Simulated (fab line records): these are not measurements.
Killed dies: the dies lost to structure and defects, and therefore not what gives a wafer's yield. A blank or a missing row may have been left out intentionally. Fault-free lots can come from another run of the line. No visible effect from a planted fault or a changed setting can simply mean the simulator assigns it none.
fab line records    flow berkeley-cmos170    part 2 of 2: steps 32 to 41 of 41
record lots=5  wafers=15  last-day=11
route steps=331 shown M2@276 V2@292 M3@309
lots with no fault: from the same line, run without faults
start-h: start of the lot's first displayed wafer, in hours after the record's first day    wait-h: hours since the lot's step before    " repeats the value in the row above    L1.1+2: several wafers, shown together as one row    - no value, or no start was given    * or withheld: withheld    < > ~ a bound
route shown NAME@n: NAME is a module with steps in the file, n the number in the route of the first one    usual: mean/standard deviation taken from wafers without a fault    same: alike in all rows    chamber/n: place in a boat    sites: per-site readings    _std_site: their standard deviation    _edge_site: inner sites' mean taken away from outer sites' mean    radius-mm: how far each site lies from the wafer's centre    mask NAME#n: copy n    behind: tool/chamber where the wafer was last shaped    hold: why the lot went on hold/how many hours it stayed there/how the hold came to an end    device: names the non-switching transistor (n, p or np)    end of line: tests of these same wafers at the route's end    a step without rows: its recipe alone    killed: the dies lost at the first sort to structure and to defects; this is not the yield of the wafer    map: a wafer's dies, x killed, . not, _ none there
set.NAME: the setting as run; set.NAME@STEP: as run at that earlier step    model.NAME: the simulator's own value behind a step, which no gauge read
certain route steps with their lots: each step a table, each wafer a row
services: the hour from which a tool's chamber was out of use, counted from the record's first day as start-h (under 0 if before that day), plus the number of hours and why
## steps
# step UCB170_V2_STRIP_15
# recipe chemistry=O2  power-w=400  pressure-mtorr=3500  platen-temp-c=withheld  o2-flow-sccm=400  overash-fraction=0.5
# usual drypump-motor-current-A=5.98/0.27  oes-product-au=0.721/0.0042  strip-time-to-endpoint-s=15.49/0.1
lot.wafer  tool             chamber  start-h  wait-h  drypump-motor-current-A  oes-product-au  rf-hours-counter-h  strip-time-to-endpoint-s
L076.1     plasma-asher-03  1        178.69   0.1     5.73                     0.725           41                  15.40
L076.3     "                1        "        "       5.70                     0.720           -                   15.30
L076.5     "                0        "        "       6.33                     0.720           -                   15.58
L085.1     plasma-asher-01  1        228.57   0.1     6.23                     0.722           54                  15.49
L085.4     "                0        "        "       5.53                     0.722           -                   15.43
L085.6     "                1        "        "       6.28                     0.716           -                   15.33
L090.1     plasma-asher-03  1        237.21   0.1     5.74                     0.722           49                  15.50
L090.4     "                0        "        "       6.34                     0.720           -                   15.49
L090.5     "                1        "        "       5.72                     0.720           -                   15.38
L089.2     plasma-asher-02  1        245.83   0.1     5.89                     0.715           53                  15.62
L089.3     "                0        "        "       6.01                     0.720           -                   15.31
L089.5     "                0        "        "       6.01                     0.721           -                   15.35
L093.2     plasma-asher-03  0        257.03   0.1     6.32                     0.731           51                  15.34
L093.3     "                0        "        "       6.35                     0.715           -                   15.46
L093.4     "                1        "        "       5.74                     0.723           -                   15.38
# step UCB170_V2_CD_MEAS_90
# recipe target-cd-nm=700
# usual cd-nm=700.4/1.7
lot.wafer  tool       chamber  start-h  wait-h  cd-nm
L076.1     cd-sem-01  -        178.79   0.1     700.3
L076.3     "          -        "        "       700.1
L076.5     "          -        "        "       699.3
L085.1     cd-sem-01  -        228.67   0.1     697.7
L085.4     "          -        "        "       698.2
L085.6     "          -        "        "       699.1
L090.1     cd-sem-02  -        237.31   0.1     698.8
L090.4     "          -        "        "       698.6
L090.5     "          -        "        "       699.3
L089.2     cd-sem-02  -        245.95   0.1     697.7
L089.3     "          -        "        "       699.3
L089.5     "          -        "        "       699.7
L093.2     cd-sem-01  -        257.15   0.1     703.0
L093.3     "          -        "        "       699.0
L093.4     "          -        "        "       700.0
# step UCB170_M3_PRE_CLEAN_00
# recipe gas=Ar  preclean-etch-time-s=60
lot.wafer   tool            chamber  start-h  wait-h
L076.1+3+5  pvd-sputter-01  -        178.91   0.1
L085.1+4+6  pvd-sputter-04  -        228.79   0.1
L090.1+4+5  pvd-sputter-04  -        237.43   0.1
L089.2+3+5  pvd-sputter-04  -        246.05   0.1
L093.2+3+4  pvd-sputter-02  -        257.25   0.1
# step UCB170_M3_SPUTTER_01
# recipe material=Al  target-thk-nm=900  time-s=120  power-w=6000  chamber-pressure-pa=0.5
# usual throttle-valve-pct=29.9/0.92
lot.wafer  tool            chamber  start-h  wait-h  throttle-valve-pct
L076.1     pvd-sputter-01  -        178.98   0.0     29.2
L076.3     "               -        "        "       31.0
L076.5     "               -        "        "       30.8
L085.1     pvd-sputter-04  -        228.85   0.0     29.6
L085.4     "               -        "        "       31.1
L085.6     "               -        "        "       30.5
L090.1     pvd-sputter-04  -        237.49   0.0     29.1
L090.4     "               -        "        "       29.5
L090.5     "               -        "        "       30.5
L089.2     pvd-sputter-04  -        246.12   0.0     28.6
L089.3     "               -        "        "       30.3
L089.5     "               -        "        "       29.5
L093.2     pvd-sputter-02  -        257.31   0.0     29.2
L093.3     "               -        "        "       31.2
L093.4     "               -        "        "       29.3
# step UCB170_M3_RS_MEAS_02
# recipe thk-meas-gauge=four-point-probe  reads=Al_of_M3_SPUTTER_01
# usual M3_AL_RS=0.0323/0.00044
lot.wafer  tool           chamber  start-h  wait-h  M3_AL_RS[ohm/sq]
L076.1     film-metro-02  -        179.06   0.0     0.0333
L076.3     "              -        "        "       0.0337
L076.5     "              -        "        "       0.0332
L085.1     film-metro-04  -        228.94   0.0     0.0320
L085.4     "              -        "        "       0.0321
L085.6     "              -        "        "       0.0320
L090.1     film-metro-04  -        237.58   0.0     0.0323
L090.4     "              -        "        "       0.0322
L090.5     "              -        "        "       0.0320
L089.2     film-metro-04  -        246.22   0.1     0.0317
L089.3     "              -        "        "       0.0318
L089.5     "              -        "        "       0.0318
L093.2     film-metro-04  -        257.42   0.1     0.0320
L093.3     "              -        "        "       0.0315
L093.4     "              -        "        "       0.0315
# step UCB170_M3_THK_MEAS_03
# recipe thk-meas-gauge=xrf  reads=Al_of_M3_SPUTTER_01
# usual M3_AL_THK=896/11
lot.wafer  tool           chamber  start-h  wait-h  M3_AL_THK[nm]
L076.1     film-metro-02  -        179.18   0.1     866
L076.3     "              -        "        "       860
L076.5     "              -        "        "       874
L085.1     film-metro-04  -        229.06   0.1     895
L085.4     "              -        "        "       891
L085.6     "              -        "        "       900
L090.1     film-metro-04  -        237.70   0.1     891
L090.4     "              -        "        "       893
L090.5     "              -        "        "       903
L089.2     film-metro-04  -        246.33   0.1     901
L089.3     "              -        "        "       903
L089.5     "              -        "        "       903
L093.2     film-metro-04  -        257.53   0.1     895
L093.3     "              -        "        "       913
L093.4     "              -        "        "       912
# step UCB170_M3_HMDS_04
# recipe prime-time-s=60  prime-temp-c=100
# usual prime-temp-c=99.98/0.13
lot.wafer  tool            chamber  start-h  wait-h  prime-temp-c
L076.1     litho-track-02  0        179.69   0.5     100.05
L076.3     "               0        "        "       100.04
L076.5     "               0        "        "       99.92
L085.1     litho-track-02  0        229.23   0.2     99.80
L085.4     "               0        "        "       99.65
L085.6     "               0        "        "       99.87
L090.1     litho-track-04  0        238.01   0.3     99.96
L090.4     "               0        "        "       100.02
L090.5     "               0        "        "       99.88
L089.2     litho-track-02  0        246.40   0.1     99.70
L089.3     "               0        "        "       99.78
L089.5     "               0        "        "       99.84
L093.2     litho-track-01  0        257.86   0.3     100.14
L093.3     "               0        "        "       99.95
L093.4     "               0        "        "       99.96
# step UCB170_M3_COAT_05
# recipe resist=KrF  spin-rpm=1500  resist-thk-nm=900
lot.wafer   tool            chamber  start-h  wait-h
L076.1+3+5  litho-track-02  0        179.84   0.1
L085.1+4+6  litho-track-02  0        229.38   0.1
L090.1+4+5  litho-track-04  0        238.16   0.1
L089.2+3+5  litho-track-02  0        246.55   0.1
L093.2+3+4  litho-track-01  0        258.01   0.1
# step UCB170_M3_SOFTBAKE_06
# recipe resist=KrF  temp-c=130  time-s=60
lot.wafer   tool            chamber  start-h  wait-h
L076.1+3+5  litho-track-02  0        179.99   0.1
L085.1+4+6  litho-track-02  0        229.53   0.1
L090.1+4+5  litho-track-04  0        238.31   0.1
L089.2+3+5  litho-track-02  0        246.70   0.1
L093.2+3+4  litho-track-01  0        258.16   0.1
# step UCB170_M3_STRIP_07
# recipe chemistry=O2  power-w=400  pressure-mtorr=3500  platen-temp-c=withheld  o2-flow-sccm=400  overash-fraction=0.5
# usual drypump-motor-current-A=5.8/0.41  oes-product-au=0.735/0.0045  strip-time-to-endpoint-s=21.94/0.061
lot.wafer  tool             chamber  start-h  wait-h  drypump-motor-current-A  oes-product-au  rf-hours-counter-h  strip-time-to-endpoint-s
L076.1     plasma-asher-04  1        180.14   0.1     5.2                      0.736           6                   21.98
L076.3     "                1        "        "       5.2                      0.735           -                   21.90
L076.5     "                0        "        "       6.1                      0.734           -                   21.91
L085.1     plasma-asher-03  0        229.68   0.1     6.4                      0.731           48                  22.04
L085.4     "                0        "        "       6.3                      0.740           -                   21.98
L085.6     "                0        "        "       6.3                      0.732           -                   22.00
L090.1     plasma-asher-03  1        238.46   0.1     5.8                      0.742           49                  21.95
L090.4     "                0        "        "       6.3                      0.731           -                   21.92
L090.5     "                1        "        "       5.7                      0.735           -                   22.02
L089.2     plasma-asher-04  0        246.83   0.1     6.1                      0.735           16                  21.85
L089.3     "                0        "        "       6.1                      0.731           -                   21.81
L089.5     "                1        "        "       5.2                      0.738           -                   21.93
L093.2     plasma-asher-04  0        258.29   0.1     6.0                      0.731           17                  21.95
L093.3     "                0        "        "       6.1                      0.740           -                   21.98
L093.4     "                1        "        "       5.3                      0.733           -                   21.99
## services
tool             chamber  start-h  hours  kind
krf-scanner-02   -        155.80   0.8    pm
rie-diel-04      -        157.16   1.4    repair
pecvd-01         -        157.45   10.9   repair
cmp-02           -        158.00   0.6    repair
krf-scanner-02   0        164.01   -      calibration
rie-diel-04      -        164.03   1.0    repair
cmp-02           -        173.54   2.4    repair
rie-diel-04      1        179.59   -      clean
krf-scanner-01   -        195.00   1.3    pm
krf-scanner-01   0        200.16   -      calibration
krf-scanner-01   -        207.17   0.8    pm
cmp-02           -        221.39   0.6    repair
pvd-sputter-02   -        224.35   2.1    repair
rie-diel-02      0        229.17   12.2   repair
cmp-02           -        232.00   4.0    pm
plasma-asher-03  -        233.64   2.1    repair
plasma-asher-01  -        236.54   6.1    repair
pecvd-01         -        236.62   0.8    repair
cmp-01           -        236.93   4.7    pm
cmp-02           -        241.66   7.4    pm
krf-scanner-02   -        241.94   1.3    pm
pecvd-01         -        244.71   1.4    repair
krf-scanner-01   -        255.56   0.8    pm
pvd-sputter-02   -        257.95   1.7    repair
